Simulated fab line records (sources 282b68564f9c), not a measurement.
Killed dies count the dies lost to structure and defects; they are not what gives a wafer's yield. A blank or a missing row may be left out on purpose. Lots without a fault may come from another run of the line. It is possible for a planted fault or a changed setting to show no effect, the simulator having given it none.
fab line records    flow rit_cmos
record lots=13  wafers=39  last_day=7
route steps=202 shown ACTIVE@4 M1@202
lots that met no fault: from a run of the same line without faults
start_h: hours from the record's first day to the start of the lot's first wafer shown    wait_h: hours from the lot's prior step to this one    " identical to the entry in the row above    L1.1+2: a row that stands for several wafers    - value missing, or start not given    * or withheld: withheld    < > ~ a bound
route shown NAME@n: a module of which the file shows steps, and the number in the route of the first    usual: mean and standard deviation over wafers with no fault    same: alike in all rows    chamber/n: place in a boat    sites: the reading at each site    _std_site: how widely they spread, as a standard deviation    _edge_site: the outer-site mean with the inner-site mean subtracted    radius_mm: for every site, how far away it sits from the centre of the wafer    mask NAME#n: copy n    behind: tool/chamber where the wafer was last shaped    hold: what put the lot on hold/how long, in hours/how the hold closed    device: names the non-switching transistor (n, p or np)    end of line: tests of these same wafers at the route's end    step lacking rows: just its recipe    killed: not the wafer's yield, but the dies lost to structure and defects at the first sort    map: dies across one wafer; x = killed, . = not, _ = none there
set.NAME: the setting that was run; set.NAME@STEP: the one run at that earlier step    model.NAME: the simulator's own value behind a step, which no gauge read
the route's steps for a sample of lots (tables are steps, rows are wafers)
services: when a tool's chamber went out of use (start_h, in hours from the record's first day, below 0 if earlier), for how many hours, and the reason
## steps
# step RIT_ACTIVE_CVD_03
# recipe material=Si3N4  target_thk_nm=150  temp_c=810  precursor=SiH2Cl2/NH3  time_s=1500  pressure_mtorr=300  sih2cl2_flow_sccm=60  nh3_flow_sccm=150
# usual sih2cl2_flow_sccm=59.97/0.18  zone_power_centre_pct=37.9/2.4
lot.wafer  tool      chamber  start_h  wait_h  sih2cl2_flow_sccm  zone_power_centre_pct
L636.4     lpcvd-01  0        12.11    0.0     60.08              34.7
L636.5     "         0        "        "       59.93              35.1
L636.6     "         0        "        "       60.00              35.0
L637.2     lpcvd-02  1        17.11    0.0     60.19              35.9
L637.5     "         1        "        "       60.02              35.1
L637.6     "         1        "        "       60.21              36.2
L639.1     lpcvd-02  1        27.11    0.1     60.25              35.1
L639.5     "         1        "        "       60.34              36.3
L639.6     "         1        "        "       60.40              36.1
L640.1     lpcvd-02  0        32.11    0.1     59.87              40.2
L640.4     "         0        "        "       60.04              39.8
L640.6     "         0        "        "       59.76              40.1
L644.1     lpcvd-02  0        52.54    0.1     60.25              40.0
L644.3     "         0        "        "       60.06              41.1
L644.4     "         0        "        "       60.12              39.9
L649.2     lpcvd-01  0        77.11    0.0     59.86              35.8
L649.4     "         0        "        "       59.95              35.7
L649.5     "         0        "        "       59.80              35.6
L650.1     lpcvd-02  0        82.13    0.1     59.98              40.3
L650.3     "         0        "        "       60.01              39.8
L650.4     "         0        "        "       59.66              39.8
L653.2     lpcvd-02  0        97.11    0.0     60.21              40.6
L653.5     "         0        "        "       60.12              40.5
L653.6     "         0        "        "       60.19              40.6
L654.2     lpcvd-02  0        102.11   0.0     59.80              40.6
L654.4     "         0        "        "       59.85              40.2
L654.5     "         0        "        "       59.63              40.8
L655.1     lpcvd-02  0        107.19   0.1     59.86              40.0
L655.2     "         0        "        "       59.82              39.7
L655.3     "         0        "        "       59.97              40.4
L656.1     lpcvd-02  0        112.60   0.5     59.83              40.3
L656.2     "         0        "        "       59.87              40.2
L656.3     "         0        "        "       59.75              40.9
L658.1     lpcvd-02  1        122.41   0.3     59.95              35.7
L658.2     "         1        "        "       59.81              36.4
L658.5     "         1        "        "       59.99              35.9
L659.1     lpcvd-02  1        127.11   0.1     60.09              35.8
L659.2     "         1        "        "       60.23              35.6
L659.4     "         1        "        "       60.13              35.3
# step RIT_ACTIVE_THK_MEAS_04
# recipe reads=Si3N4_of_ACTIVE_CVD_03
# usual ACTIVE_NITRIDE_THK=149.5/1.3
lot.wafer  tool           chamber  start_h  wait_h  ACTIVE_NITRIDE_THK[nm]
L636.4     film_metro-04  -        13.56    0.0     150.7
L636.5     "              -        "        "       150.5
L636.6     "              -        "        "       150.8
L637.2     film_metro-04  -        18.54    0.0     152.3
L637.5     "              -        "        "       152.2
L637.6     "              -        "        "       152.3
L639.1     film_metro-04  -        28.53    0.0     150.7
L639.5     "              -        "        "       148.9
L639.6     "              -        "        "       149.8
L640.1     film_metro-02  -        33.53    0.0     150.6
L640.4     "              -        "        "       149.2
L640.6     "              -        "        "       150.4
L644.1     film_metro-04  -        53.95    0.0     150.3
L644.3     "              -        "        "       150.2
L644.4     "              -        "        "       150.0
L649.2     film_metro-02  -        78.54    0.0     157.1
L649.4     "              -        "        "       158.1
L649.5     "              -        "        "       156.7
L650.1     film_metro-02  -        83.55    0.0     148.7
L650.3     "              -        "        "       148.7
L650.4     "              -        "        "       147.9
L653.2     film_metro-02  -        98.54    0.0     148.8
L653.5     "              -        "        "       149.4
L653.6     "              -        "        "       148.3
L654.2     film_metro-04  -        103.54   0.0     149.0
L654.4     "              -        "        "       150.1
L654.5     "              -        "        "       147.8
L655.1     film_metro-04  -        108.61   0.0     148.2
L655.2     "              -        "        "       148.6
L655.3     "              -        "        "       148.3
L656.1     film_metro-03  -        114.02   0.0     146.3
L656.2     "              -        "        "       147.3
L656.3     "              -        "        "       147.0
L658.1     film_metro-04  -        123.82   0.0     149.3
L658.2     "              -        "        "       151.4
L658.5     "              -        "        "       151.2
L659.1     film_metro-02  -        128.53   0.0     150.6
L659.2     "              -        "        "       151.2
L659.4     "              -        "        "       149.2
# step RIT_M1_PROBE_99
# usual killed_at_M0_to_M3=0.0/0.12  killed_at_contacts=0.1/0.24  killed_at_front_end=7.1/3  killed_dies=7.2/3  killed_on_rim=1.9/1.4  killed_open=3.7/2  killed_short=3.5/2
# same gross_dies=264  killed_at_M4_up=0  killed_at_back_side=0  killed_at_other=0
lot.wafer  tool       chamber  start_h  wait_h  killed_at_M0_to_M3  killed_at_contacts  killed_at_front_end  killed_dies  killed_on_rim  killed_open  killed_short
L649.2     prober-02  -        124.44   0.1     0                   0                   6                    6            0              2            4
L649.4     prober-02  -        124.54   0.2     0                   0                   10                   10           2              5            5
L650.3     prober-01  -        135.97   0.2     0                   0                   6                    6            2              4            2
# killed by level:class
L649.2 GATE:geometric_particle:short=2 SPACER:geometric_particle:short=2 GATE:geometric_particle:open=1 SILICIDE:geometric_particle:open=1
L649.4 REOX:geometric_particle:short=3 GATE:geometric_particle:short=2 REOX:geometric_particle:open=2 FOX1:geometric_particle:open=1 FOX2:geometric_particle:open=1 GATE:geometric_particle:open=1
L650.3 GATE:geometric_particle:open=2 FOX1:geometric_particle:open=1 FOX2:geometric_particle:open=1 GATE:geometric_particle:short=1 SILICIDE:geometric_particle:short=1
## services
tool      chamber  start_h  hours  kind
lpcvd-01  -        -2.01    1.0    repair
lpcvd-02  -        7.02     2.8    pm
lpcvd-01  -        25.05    6.1    pm
lpcvd-01  -        56.69    6.0    pm
lpcvd-02  -        116.41   6.0    pm
## key
first_sign step=RIT_ACTIVE_THK_MEAS_04  reading=ACTIVE_NITRIDE_THK  direction=up  sigmas=6  usual=149.5  struck=157.3
effect none on later readings
met_at RIT_ACTIVE_CVD_03
struck_lots L649
struck_wafers L649.2,L649.4,L649.5
tester_left_out L649
onset_between 12.11 77.11
fault kind=process_parameter_drift  tool=lpcvd-01  chamber=0  onset_h=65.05  steps=RIT_ACTIVE_CVD_03  channel=time_s  offset=*  shape=step  end_h=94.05  acts_in=*  stated=*
# tester_left_out: of these lots the tester's yield and bins aren't shown, on N5 and GAA mostly nor the transistor test; their killed dies are dies lost to structure and defects alone, not to doping, threshold or leakage, so they don't give the yield
